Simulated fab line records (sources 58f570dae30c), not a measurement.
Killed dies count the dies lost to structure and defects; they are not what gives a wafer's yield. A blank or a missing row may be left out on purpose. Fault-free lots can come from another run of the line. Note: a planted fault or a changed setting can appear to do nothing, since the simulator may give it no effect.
The tool behind it: which one? | flow berkeleyCmos170 | 42 wafers from 14 lots sampled at 6 of the route's 331 steps

## WHAT THE GAUGES READ, wafer by wafer
UCB170_PLDD_TW_MEAS_11.
lot  | measured     | on           | PLDD_TW
L830 | day 7 20:49  | filmMetro-01 | 995 1003 998
L832 | day 7 19:58  | filmMetro-03 | 1011 1020 1015
L833 | day 8 13:17  | filmMetro-01 | 990 1000 989
L834 | day 8 03:51  | filmMetro-01 | 991 993 993
L837 | day 8 13:39  | filmMetro-04 | 1013 1012 1017
L839 | day 9 01:14  | filmMetro-04 | 1012 1016 1016
L840 | day 9 01:32  | filmMetro-04 | 1010 1013 1013
L842 | day 9 17:05  | filmMetro-04 | 1015 1012 1016
L843 | day 9 16:58  | filmMetro-01 | 1005 1001 1003
L847 | day 11 00:05 | filmMetro-01 | 1055 1060 1056 1061 1056 1057
L846 | day 10 23:26 | filmMetro-04 | 1078 1078 1077 1081 1073 1076
L849 | day 10 23:23 | filmMetro-01 | 997 996 997
L850 | day 11 14:46 | filmMetro-03 | 1014 1011 1014
L852 | day 11 14:08 | filmMetro-03 | 1016 1013 1013

UCB170_SDANNEAL_RS_MEAS_04: measurement is done with a four-point probe.
lot  | measured     | on           | PLDD_RS (ohm/sq)
L830 | day 8 11:30  | filmMetro-01 | 1033.2 1029.8 1033.1
L832 | day 8 10:47  | filmMetro-01 | 1031.8 1034.0 1031.0
L833 | day 9 03:01  | filmMetro-01 | 1035.0 1029.4 1029.5
L834 | day 8 20:36  | filmMetro-04 | 1032.1 1034.6 1038.1
L837 | day 9 03:58  | filmMetro-01 | 1033.1 1032.2 1031.8
L839 | day 9 19:41  | filmMetro-01 | 1028.1 1030.6 1032.3
L840 | day 9 19:09  | filmMetro-01 | 1033.6 1030.9 1028.3
L842 | day 10 05:40 | filmMetro-04 | 1033.6 1033.3 1033.4
L843 | day 10 05:33 | filmMetro-01 | 1035.5 1035.7 1032.5
L847 | day 11 15:24 | filmMetro-03 | 885.6 885.2 885.7 886.5 884.5 886.7
L846 | day 11 11:58 | filmMetro-03 | 887.1 888.5 888.9 889.3 890.0 890.3
L849 | day 11 12:09 | filmMetro-01 | 1032.2 1033.9 1034.7
L850 | day 12 04:37 | filmMetro-04 | 1036.2 1039.2 1037.9
L852 | day 12 05:08 | filmMetro-01 | 1031.1 1033.7 1037.1

## WHICH TOOL RAN EACH LOT (tool, then ch and the chambers of the sampled wafers, then the start)
lot  | UCB170_NWELL_STRIP_15              | UCB170_ACTIVE_ETCH_15            | UCB170_PLDD_IMPLANT_08          | UCB170_SDANNEAL_RTA_00
L830 | plasmaAsher-03 ch 1, day 2 22:28   | rieDiel-04 ch 0,1,2, day 5 10:32 | implanter-03 ch 0, day 7 20:26  | rtpAnneal-01 ch 0, day 8 11:08
L832 | plasmaAsher-04 ch 0,1, day 3 05:58 | rieDiel-03 ch 1,3, day 5 10:15   | implanter-03 ch 0, day 7 19:35  | rtpAnneal-01 ch 0, day 8 10:24
L833 | plasmaAsher-04 ch 0,1, day 3 16:37 | rieDiel-04 ch 0,2,3, day 5 19:44 | implanter-03 ch 0, day 8 12:55  | rtpAnneal-02 ch 0, day 9 02:38
L834 | plasmaAsher-03 ch 0,1, day 3 21:41 | rieDiel-03 ch 1,2,3, day 5 19:08 | implanter-01 ch 0, day 8 03:27  | rtpAnneal-01 ch 0, day 8 20:14
L837 | plasmaAsher-01 ch 0,1, day 4 04:16 | rieDiel-03 ch 1,2,3, day 6 09:35 | implanter-01 ch 0, day 8 13:15  | rtpAnneal-02 ch 0, day 9 03:33
L839 | plasmaAsher-01 ch 0,1, day 4 09:55 | rieDiel-02 ch 0,3, day 6 20:17   | implanter-01 ch 0, day 9 00:53  | rtpAnneal-02 ch 0, day 9 19:17
L840 | plasmaAsher-03 ch 0,1, day 4 21:50 | rieDiel-03 ch 0,1,2, day 6 20:31 | implanter-02 ch 0, day 9 01:11  | rtpAnneal-02 ch 0, day 9 18:41
L842 | plasmaAsher-03 ch 0,1, day 5 07:05 | rieDiel-03 ch 1,2,3, day 7 11:38 | implanter-01 ch 0, day 9 16:41  | rtpAnneal-02 ch 0, day 10 05:16
L843 | plasmaAsher-04 ch 0,1, day 5 12:07 | rieDiel-03 ch 2,3, day 7 12:25   | implanter-02 ch 0, day 9 16:35  | rtpAnneal-02 ch 0, day 10 05:09
L847 | plasmaAsher-03 ch 0,1, day 5 22:09 | rieDiel-02 ch 0,2, day 8 09:15   | implanter-01 ch 0, day 10 23:42 | rtpAnneal-01 ch 0, day 11 14:56
L846 | plasmaAsher-04 ch 0,1, day 5 22:24 | rieDiel-04 ch 0,2,3, day 8 09:07 | implanter-01 ch 0, day 10 23:02 | rtpAnneal-01 ch 0, day 11 11:35
L849 | plasmaAsher-04 ch 0,1, day 6 19:02 | rieDiel-04 ch 0,3, day 8 15:00   | implanter-03 ch 0, day 10 22:59 | rtpAnneal-02 ch 0, day 11 11:47
L850 | plasmaAsher-01 ch 0,1, day 7 02:40 | rieDiel-02 ch 1,2, day 9 06:30   | implanter-02 ch 0, day 11 14:22 | rtpAnneal-02 ch 0, day 12 04:15
L852 | plasmaAsher-03 ch 0,1, day 7 05:12 | rieDiel-03 ch 0,2, day 9 06:39   | implanter-03 ch 0, day 11 13:45 | rtpAnneal-01 ch 0, day 12 04:46
- UCB170_NWELL_STRIP_15: strips in O2.
- UCB170_ACTIVE_ETCH_15: etches Si3N4 in CH3F/Ar/O2, stops on SiO2, target depth 242 nm, time 151 s.
- UCB170_PLDD_IMPLANT_08
- UCB170_SDANNEAL_RTA_00: time 10 s.

## AS READ BY THE TOOLS THEMSELVES (means over the sampled wafers that have a number; for cases with no such wafer, the mark the record gives instead)
UCB170_NWELL_STRIP_15.
lot  | tool           | drypumpMotorCurrentA (A) | oesProductAu (a.u.) | stripTimeToEndpointS (s)
L830 | plasmaAsher-03 | 6.4                      | 0.720               | 17.97
L832 | plasmaAsher-04 | 5.5                      | 0.720               | 17.98
L833 | plasmaAsher-04 | 5.5                      | 0.717               | 18.08
L834 | plasmaAsher-03 | 5.6                      | 0.719               | 17.99
L837 | plasmaAsher-01 | 6.2                      | 0.720               | 17.86
L839 | plasmaAsher-01 | 6.2                      | 0.722               | 17.89
L840 | plasmaAsher-03 | 5.6                      | 0.722               | 17.98
L842 | plasmaAsher-03 | 6.0                      | 0.722               | 17.98
L843 | plasmaAsher-04 | 5.5                      | 0.719               | 18.01
L847 | plasmaAsher-03 | 5.6                      | 0.718               | 18.00
L846 | plasmaAsher-04 | 5.5                      | 0.721               | 17.95
L849 | plasmaAsher-04 | 5.5                      | 0.722               | 18.03
L850 | plasmaAsher-01 | 6.1                      | 0.719               | 17.95
L852 | plasmaAsher-03 | 5.6                      | 0.720               | 17.98

UCB170_ACTIVE_ETCH_15.
lot  | tool       | drypumpMotorCurrentA (A) | oesProductAu (a.u.) | throttleValvePct (%)
L830 | rieDiel-04 | 5.7                      | 0.918               | 8.07
L832 | rieDiel-03 | 5.9                      | 0.946               | 8.10
L833 | rieDiel-04 | 5.6                      | 0.933               | 7.94
L834 | rieDiel-03 | 5.9                      | 0.947               | 8.13
L837 | rieDiel-03 | 5.9                      | 0.951               | 8.12
L839 | rieDiel-02 | 5.9                      | 0.934               | 7.97
L840 | rieDiel-03 | 6.0                      | 0.953               | 8.07
L842 | rieDiel-03 | 5.9                      | 0.953               | 8.12
L843 | rieDiel-03 | 5.9                      | 0.958               | 8.16
L847 | rieDiel-02 | 6.1                      | 0.955               | 8.06
L846 | rieDiel-04 | 5.6                      | 0.932               | 7.94
L849 | rieDiel-04 | 6.0                      | 0.930               | 8.05
L850 | rieDiel-02 | 5.4                      | 0.951               | 8.18
L852 | rieDiel-03 | 5.9                      | 0.964               | 8.10

UCB170_PLDD_IMPLANT_08.
lot  | tool         | beamOnS (s) | doseIonsCm2 | faradayCurrentUA
L830 | implanter-03 | 10.13       | 5.001e+13   | 157
L832 | implanter-03 | 10.11       | 4.995e+13   | 156
L833 | implanter-03 | 10.09       | 4.998e+13   | 157
L834 | implanter-01 | 9.75        | 5.002e+13   | 163
L837 | implanter-01 | 10.22       | 5.000e+13   | 155
L839 | implanter-01 | 9.88        | 5.009e+13   | 160
L840 | implanter-02 | 10.07       | 4.996e+13   | 158
L842 | implanter-01 | 10.00       | 4.998e+13   | 159
L843 | implanter-02 | 10.06       | 4.996e+13   | 157
L847 | implanter-01 | 12.37       | 7.095e+13   | 182
L846 | implanter-01 | 12.25       | 7.101e+13   | 183
L849 | implanter-03 | 9.97        | 4.999e+13   | 159
L850 | implanter-02 | 10.00       | 5.002e+13   | 159
L852 | implanter-03 | 10.04       | 4.999e+13   | 158

UCB170_SDANNEAL_RTA_00.
lot  | tool         | chamberO2Ppm | lampPowerPct (%) | wafer_temp_C_max
L830 | rtpAnneal-01 | 2.011        | 23.2             | 904.6
L832 | rtpAnneal-01 | 2.008        | 23.1             | 904.6
L833 | rtpAnneal-02 | 1.997        | 21.6             | 905.3
L834 | rtpAnneal-01 | 2.003        | 23.2             | 904.6
L837 | rtpAnneal-02 | 2.026        | 21.6             | 905.4
L839 | rtpAnneal-02 | 1.992        | 21.6             | 904.7
L840 | rtpAnneal-02 | 2.045        | 21.6             | 905.6
L842 | rtpAnneal-02 | 1.999        | 21.6             | 905.4
L843 | rtpAnneal-02 | 1.987        | 21.6             | 905.9
L847 | rtpAnneal-01 | 1.992        | 23.1             | 904.9
L846 | rtpAnneal-01 | 2.019        | 23.1             | 903.9
L849 | rtpAnneal-02 | 2.002        | 21.6             | 905.9
L850 | rtpAnneal-02 | 2.023        | 21.6             | 905.6
L852 | rtpAnneal-01 | 1.997        | 23.1             | 905.0

## THE ANSWER, worked out from the rows above alone
Rule: usual is defined by the lots themselves. The widest of any qualifying gaps counts: lots, ordered by their means at a reading, are off when they make up no more than a third of the lots, leave a main group of 4 or more, and stand apart from it by 3 or more times the standard deviation of that group's means. Not used: any main group whose means are identical at the precision the tables above print for the reading. Also off: a lot with no number at a reading for which 4 or more lots have one. The other lots that the step has rows for count as sound. The gauges are gone through in route order, then the tools' own readings, and for those a lot's mean is taken as printed above. At the first step where some lot is off, the reading lying furthest off is the one used; lots without a number count as furthest.
Off: at UCB170_PLDD_TW_MEAS_11 (PLDD_TW), L847, L846. Mean 1007 and standard deviation 8.9 in the main group.
A tool fits if, at a process step before that reading, it ran every lot that is off, and no sound lot after the first of them. Not tried: the gauges at UCB170_PLDD_TW_MEAS_11; whatever is off there is also off at UCB170_SDANNEAL_RS_MEAS_04, on other tools, and gauge error can't account for it. One fits: UCB170_PLDD_IMPLANT_08 on implanter-01. A fault onset in the window from L842 (day 9 16:41, its last sound lot) to L846 (day 10 23:02, its first lot off) fits.
The tool's own readings at UCB170_PLDD_IMPLANT_08 bear it out: on the lots that are off they differ by more than 5 times the standard deviation of the sound lots' means. beamOnS reads 12.31 s there against 10.03 s on the sound lots; doseIonsCm2 reads 7.098e+13 there against 5.000e+13 on the sound lots; faradayCurrentUA reads 182 there against 158 on the sound lots.

## WHAT THE SIMULATOR PUT IN
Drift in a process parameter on implanter-01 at UCB170_PLDD_IMPLANT_08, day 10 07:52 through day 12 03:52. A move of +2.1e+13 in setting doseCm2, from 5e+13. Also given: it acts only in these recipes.
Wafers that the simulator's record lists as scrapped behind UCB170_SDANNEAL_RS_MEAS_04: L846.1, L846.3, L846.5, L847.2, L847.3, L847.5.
Shown lots that were struck: L846, L847. The rule above found the same.
